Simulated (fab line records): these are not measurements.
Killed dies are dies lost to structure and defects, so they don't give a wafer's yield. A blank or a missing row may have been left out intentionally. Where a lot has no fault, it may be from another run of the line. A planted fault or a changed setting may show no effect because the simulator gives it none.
Chamber matching -- flow berkeleyCmos170 -- UCB170_V2_CMP_02 on cmp-01: 4 sister chambers
The step polishes SiO2. 4 wafers are shown with their chamber, then 7 later ones without.

## WAFERS WITH THEIR CHAMBER
wafer,chamber,motorCurrentA (A)
L632.3,0,15.2
L633.1,3,17.8
L633.6,2,17.6
L636.5,1,16.7

## WAFERS WHOSE CHAMBER IS MISSING
wafer,motorCurrentA (A)
L636.6,17.1
L645.4,15.1
L645.5,17.0
L645.6,15.3
L648.1,17.2
L648.2,17.5
L648.4,16.8

## THE CHAMBER EACH PASSED THROUGH
wafer,from the rows above,in truth
L636.6,can't be placed: 1 or 2 or 3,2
L645.4,0,0
L645.5,can't be placed: 1 or 2 or 3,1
L645.6,0,0
L648.1,can't be placed: 2 or 1 or 3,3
L648.2,can't be placed: 2 or 3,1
L648.4,1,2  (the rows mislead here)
Placed correctly: 2 of 7. Can't be placed from these rows: 4 (the true chamber is among the candidates in 3). Placed wrongly: 1.
How it was worked out, from the rows above alone: a wafer's distance from a chamber is the root of the sum, over the readings, of the square of ((its reading less the chamber's mean) divided by the reading's scatter). If the next closest chamber is less than 2 further off than the closest, the wafer can't be placed; otherwise it belongs to the closest. Each chamber's mean is taken over the wafers shown for it. The scatter: with one shown wafer a chamber, the root of the mean of the squares of how far each hidden wafer lies from its nearest shown one.
